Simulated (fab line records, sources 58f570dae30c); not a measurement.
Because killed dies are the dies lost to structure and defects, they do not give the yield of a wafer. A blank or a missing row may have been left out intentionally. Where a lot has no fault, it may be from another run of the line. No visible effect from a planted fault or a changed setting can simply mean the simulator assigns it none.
fab line records	flow berkeley-cmos170
record lots=14	wafers=42	last-day=12
route steps=331 shown NSD@195
lots that met no fault: taken from a fault-free run of the same line
start-h: start of the lot's first displayed wafer, in hours after the record's first day	wait-h: how many hours have passed since the lot's step before this one	" unchanged from the row above	L1.1+2: a single row standing in for several wafers	- no value present, or no start provided	* or withheld: withheld	< > ~ a bound
route shown NAME@n: names a module that has steps shown in the file, with the first one's number in the route	usual: mean/standard deviation taken from wafers without a fault	same: alike in all rows	chamber/n: place in a boat	sites: the reading at each site	_std_site: their standard deviation	_edge_site: the outer-site mean with the inner-site mean subtracted	radius-mm: how far each site lies from the wafer's centre	mask NAME#n: copy n	behind: tool/chamber where the wafer was last shaped	hold: cause of the lot's hold/its duration in hours/its outcome	device: whichever transistor did not switch (one of n, p or np)	end of line: the tests these same wafers got at the end of their route	a step without rows: its recipe alone	killed: count of dies lost to structure and defects at first sort (not the wafer's yield)	map: shows each die of a wafer: x if killed, . if not, _ if none is there
set.NAME: the setting as run; set.NAME@STEP: as run at that earlier step	model.NAME: the simulator's own value behind a step, which no gauge read
route steps across a sampled set of lots; one table per step, one row per wafer
services: when a tool's chamber went out of use (start-h, in hours from the record's first day, below 0 if earlier), for how many hours, and the reason
## steps
# step UCB170_NSD_IMPLANT_08
# recipe species=P	dose-cm2=3e+15	energy-kev=39.46	tilt-deg=7
# usual beam-energy-keV=39.460/0.013	beam-on-s=10.00/0.21	dose-ions-cm2=2.9997e+15/2.8e+12	faraday-current-uA=9263/190
lot.wafer	tool	chamber	start-h	wait-h	beam-energy-keV	beam-on-s	dose-ions-cm2	faraday-current-uA
L698.1	implanter-01	0	137.71	0.0	39.471	10.24	2.9992e+15	9074
L698.2	"	0	"	"	39.462	9.93	2.9931e+15	9330
L698.4	"	0	"	"	39.461	9.85	2.9967e+15	9446
L701.3	implanter-04	0	150.79	0.1	39.435	9.96	2.998e+15	9309
L701.4	"	0	"	"	39.476	9.71	3.0004e+15	9526
L701.6	"	0	"	"	39.446	10.37	2.9977e+15	8888
L703.1	implanter-01	0	160.82	0.0	39.472	12.69	4.6236e+15	11255
L703.3	"	0	"	"	39.471	12.76	4.6242e+15	11109
L703.4	"	0	"	"	39.465	13.46	4.6235e+15	10573
L702.2	implanter-04	0	165.05	0.0	39.465	10.37	3.0055e+15	8952
L702.3	"	0	"	"	39.451	9.96	2.9976e+15	9223
L702.4	"	0	"	"	39.453	9.86	3.0045e+15	9423
L704.3	implanter-01	0	165.67	0.1	39.473	12.95	4.6254e+15	11042
L704.4	"	0	"	"	39.489	12.84	4.6215e+15	11110
L704.5	"	0	"	"	39.483	12.47	4.6242e+15	11390
L713.2	implanter-04	0	211.64	0.0	39.472	9.93	2.9981e+15	9367
L713.3	"	0	"	"	39.480	9.96	2.9985e+15	9279
L713.5	"	0	"	"	39.477	10.02	3.002e+15	9240
L712.1	implanter-04	0	220.27	0.0	39.472	9.80	2.9996e+15	9387
L712.2	"	0	"	"	39.468	10.28	2.9992e+15	9003
L712.3	"	0	"	"	39.480	9.74	3.0005e+15	9470
L714.1	implanter-01	0	236.63	0.0	39.449	10.24	3.0012e+15	9080
L714.5	"	0	"	"	39.444	10.17	2.9996e+15	9119
L714.6	"	0	"	"	39.451	10.05	2.9997e+15	9259
L715.4	implanter-02	0	236.98	0.1	39.470	9.75	3.0041e+15	9503
L715.5	"	0	"	"	39.451	10.05	3.0049e+15	9199
L715.6	"	0	"	"	39.478	10.24	3.0035e+15	9064
L717.2	implanter-04	0	237.43	0.0	39.434	9.90	3.0024e+15	9380
L717.4	"	0	"	"	39.442	9.95	2.9988e+15	9316
L717.6	"	0	"	"	39.455	9.97	2.9987e+15	9325
L716.2	implanter-01	0	237.66	0.0	39.458	9.99	2.998e+15	9280
L716.4	"	0	"	"	39.463	9.77	2.9998e+15	9441
L716.6	"	0	"	"	39.461	9.88	2.995e+15	9329
L718.1	implanter-02	0	237.91	0.0	39.465	10.15	3e+15	9124
L718.4	"	0	"	"	39.459	9.99	3.0021e+15	9319
L718.6	"	0	"	"	39.436	10.11	3.0057e+15	9167
L719.1	implanter-02	0	254.13	0.0	39.425	9.79	2.9952e+15	9467
L719.4	"	0	"	"	39.460	10.31	2.9973e+15	9003
L719.5	"	0	"	"	39.455	10.00	2.9999e+15	9258
L720.2	implanter-04	0	254.27	0.0	39.456	10.00	3.0014e+15	9273
L720.5	"	0	"	"	39.452	9.93	2.9981e+15	9292
L720.6	"	0	"	"	39.438	10.00	3.0028e+15	9257
# step UCB170_NSD_STRIP_09
# recipe chemistry=O2	power-w=400	pressure-mtorr=3500	platen-temp-c=withheld	o2-flow-sccm=400	overash-fraction=0.5
# usual drypump-motor-current-A=5.4/0.4	o2-flow-sccm=400.3/1.1	oes-product-au=0.536/0.0044	strip-time-to-endpoint-s=35.66/0.085
lot.wafer	tool	chamber	start-h	wait-h	drypump-motor-current-A	o2-flow-sccm	oes-product-au	rf-hours-counter-h	strip-time-to-endpoint-s
L698.1	plasma-asher-04	0	137.86	0.1	5.2	397.5	0.537	32	35.64
L698.2	"	1	"	"	4.9	400.0	0.536	32	35.76
L698.4	"	1	"	"	4.9	401.2	0.533	-	35.74
L701.3	plasma-asher-04	1	150.92	0.1	4.9	400.3	0.528	-	35.57
L701.4	"	0	"	"	5.2	401.0	0.534	-	35.66
L701.6	"	0	"	"	5.2	400.9	0.537	-	35.59
L703.1	plasma-asher-04	0	160.97	0.1	5.2	399.3	0.500	35	40.01
L703.3	"	1	"	"	4.9	399.7	0.509	-	39.98
L703.4	"	0	"	"	5.2	400.0	0.500	-	39.92
L702.2	plasma-asher-04	0	165.18	0.1	5.2	398.2	0.535	35	35.62
L702.3	"	0	"	"	5.2	398.2	0.529	-	35.65
L702.4	"	1	"	"	4.9	401.7	0.541	-	35.62
L704.3	plasma-asher-04	0	165.80	0.1	5.2	398.7	0.498	-	39.87
L704.4	"	1	"	"	4.9	401.3	0.506	-	39.73
L704.5	"	0	"	"	5.2	399.6	0.505	-	39.81
L713.2	plasma-asher-01	0	211.76	0.1	5.2	399.4	0.535	51	35.63
L713.3	"	0	"	"	5.2	399.9	0.542	-	35.66
L713.5	"	0	"	"	5.2	401.2	0.533	-	35.75
L712.1	plasma-asher-01	1	220.42	0.1	5.8	399.3	0.529	52	35.69
L712.2	"	0	"	"	5.2	398.6	0.533	52	35.72
L712.3	"	0	"	"	5.2	398.4	0.540	-	35.71
L714.1	plasma-asher-02	1	236.78	0.1	6.2	399.8	0.537	12	35.64
L714.5	"	0	"	"	5.8	401.4	0.540	-	35.58
L714.6	"	1	"	"	6.2	399.4	0.539	-	35.65
L715.4	plasma-asher-01	1	237.09	0.1	5.7	400.2	0.530	-	35.71
L715.5	"	0	"	"	5.2	402.2	0.536	-	35.71
L715.6	"	1	"	"	5.8	402.0	0.534	-	35.74
L717.2	plasma-asher-04	1	237.56	0.1	4.9	399.1	0.542	42	35.62
L717.4	"	1	"	"	4.9	401.7	0.532	-	35.74
L717.6	"	0	"	"	5.2	399.4	0.540	-	35.66
L716.2	plasma-asher-01	1	237.78	0.1	5.7	399.7	0.543	54	35.73
L716.4	"	1	"	"	5.8	399.7	0.543	-	35.73
L716.6	"	0	"	"	5.2	400.6	0.533	-	35.68
L718.1	plasma-asher-04	1	238.06	0.1	4.9	400.3	0.539	42	35.74
L718.4	"	1	"	"	4.9	402.0	0.532	-	35.77
L718.6	"	0	"	"	5.2	399.9	0.533	-	35.72
L719.1	plasma-asher-02	1	254.28	0.1	6.2	400.6	0.528	13	35.68
L719.4	"	0	"	"	5.8	401.3	0.534	-	35.71
L719.5	"	0	"	"	5.8	401.1	0.540	-	35.69
L720.2	plasma-asher-01	0	254.40	0.1	5.2	401.4	0.533	56	35.64
L720.5	"	0	"	"	5.2	400.1	0.536	-	35.63
L720.6	"	1	"	"	5.8	400.0	0.537	-	35.71
# step UCB170_NSD_TW_MEAS_10
# usual NSD_TW=4176/20
lot.wafer	tool	chamber	start-h	wait-h	NSD_TW
L698.1	film-metro-04	-	137.96	0.1	4196
L698.2	"	-	"	"	4178
L698.4	"	-	"	"	4182
L701.3	film-metro-03	-	151.01	0.1	4206
L701.4	"	-	"	"	4176
L701.6	"	-	"	"	4159
L703.1	film-metro-03	-	161.07	0.1	4367
L703.3	"	-	"	"	4342
L703.4	"	-	"	"	4345
L702.2	film-metro-02	-	165.29	0.1	4202
L702.3	"	-	"	"	4184
L702.4	"	-	"	"	4204
L704.3	film-metro-04	-	165.89	0.1	4315
L704.4	"	-	"	"	4323
L704.5	"	-	"	"	4346
L713.2	film-metro-03	-	211.87	0.1	4135
L713.3	"	-	"	"	4151
L713.5	"	-	"	"	4152
L712.1	film-metro-04	-	220.52	0.1	4172
L712.2	"	-	"	"	4179
L712.3	"	-	"	"	4168
L714.1	film-metro-02	-	236.88	0.1	4179
L714.5	"	-	"	"	4190
L714.6	"	-	"	"	4170
L715.4	film-metro-04	-	237.19	0.1	4149
L715.5	"	-	"	"	4175
L715.6	"	-	"	"	4167
L717.2	film-metro-02	-	237.67	0.1	4180
L717.4	"	-	"	"	4200
L717.6	"	-	"	"	4201
L716.2	film-metro-03	-	237.89	0.1	4186
L716.4	"	-	"	"	4162
L716.6	"	-	"	"	4170
L718.1	film-metro-02	-	238.16	0.1	4174
L718.4	"	-	"	"	4169
L718.6	"	-	"	"	4180
L719.1	film-metro-04	-	254.38	0.1	4184
L719.4	"	-	"	"	4204
L719.5	"	-	"	"	4185
L720.2	film-metro-03	-	254.51	0.1	4156
L720.5	"	-	"	"	4152
L720.6	"	-	"	"	4152
# step UCB170_SDANNEAL_RS_MEAS_03
# recipe thk-meas-gauge=four-point-probe
# usual NSD_RS=37.42/0.096
lot.wafer	tool	chamber	start-h	wait-h	NSD_RS[ohm/sq]
L698.1	film-metro-03	-	139.37	0.1	37.56
L698.2	"	-	"	"	37.37
L698.4	"	-	"	"	37.48
L701.3	film-metro-02	-	152.54	0.1	37.49
L701.4	"	-	"	"	37.47
L701.6	"	-	"	"	37.38
L703.1	film-metro-04	-	162.28	0.1	32.05
L703.3	"	-	"	"	32.09
L703.4	"	-	"	"	32.04
L702.2	film-metro-02	-	166.71	0.1	37.36
L702.3	"	-	"	"	37.35
L702.4	"	-	"	"	37.31
L704.3	film-metro-03	-	167.13	0.1	32.10
L704.4	"	-	"	"	31.98
L704.5	"	-	"	"	32.06
L713.2	film-metro-04	-	213.35	0.1	37.36
L713.3	"	-	"	"	37.46
L713.5	"	-	"	"	37.37
L712.1	film-metro-03	-	222.63	0.1	37.43
L712.2	"	-	"	"	37.42
L712.3	"	-	"	"	37.36
L714.1	film-metro-04	-	238.09	0.1	37.54
L714.5	"	-	"	"	37.66
L714.6	"	-	"	"	37.60
L715.4	film-metro-02	-	238.62	0.1	37.27
L715.5	"	-	"	"	37.36
L715.6	"	-	"	"	37.19
L717.2	film-metro-04	-	239.46	0.1	37.49
L717.4	"	-	"	"	37.35
L717.6	"	-	"	"	37.42
L716.2	film-metro-03	-	239.54	0.1	37.62
L716.4	"	-	"	"	37.53
L716.6	"	-	"	"	37.51
L718.1	film-metro-02	-	239.61	0.1	37.39
L718.4	"	-	"	"	37.35
L718.6	"	-	"	"	37.23
L719.1	film-metro-02	-	255.60	0.1	37.42
L719.4	"	-	"	"	37.43
L719.5	"	-	"	"	37.33
L720.2	film-metro-04	-	255.74	0.1	37.54
L720.5	"	-	"	"	37.65
L720.6	"	-	"	"	37.56
## services
tool	chamber	start-h	hours	kind
plasma-asher-02	0	117.75	-	clean
plasma-asher-02	1	117.75	-	clean
implanter-04	-	148.09	1.0	repair
plasma-asher-02	-	163.56	12.4	repair
implanter-01	-	166.51	2.9	repair
plasma-asher-01	-	169.20	2.8	pm
implanter-01	-	193.68	1.0	repair
plasma-asher-01	-	195.90	1.2	repair
plasma-asher-04	-	209.00	3.8	repair
implanter-04	-	214.88	5.2	pm
plasma-asher-01	-	239.30	0.8	repair
plasma-asher-02	-	239.67	2.8	pm
implanter-01	-	241.94	1.3	repair
implanter-04	-	246.95	0.6	repair
## key
first-sign step=UCB170_NSD_IMPLANT_08	reading=dose-ions-cm2	direction=up	sigmas=99+	usual=2.9997e+15	struck=4.6237e+15
effect step=UCB170_NSD_IMPLANT_08	reading=beam-on-s	direction=up	sigmas=13	usual=10.00	struck=12.86
effect step=UCB170_NSD_STRIP_09	reading=strip-time-to-endpoint-s	direction=up	sigmas=50	usual=*	struck=*
effect step=UCB170_NSD_TW_MEAS_10	reading=NSD_TW	direction=up	sigmas=8.2	usual=4176	struck=4340
effect step=UCB170_SDANNEAL_RS_MEAS_03	reading=NSD_RS	direction=down	sigmas=56	usual=37.42	struck=32.05
met-at UCB170_NSD_IMPLANT_08
struck-lots L703,L704
tester-left-out L703,L704
onset-between 137.71 160.82
fault kind=process-parameter-drift	tool=implanter-01	chamber=-	onset-h=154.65	steps=UCB170_NSD_IMPLANT_08	channel=dose-cm2	offset=1.6245e+15	shape=step	end-h=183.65	acts-in=these-recipes-only	stated=3e+15
# tester-left-out: of these lots the tester's yield and bins aren't shown, on N5 and GAA mostly nor the transistor test; their killed dies are dies lost to structure and defects alone, not to doping, threshold or leakage, so they don't give the yield
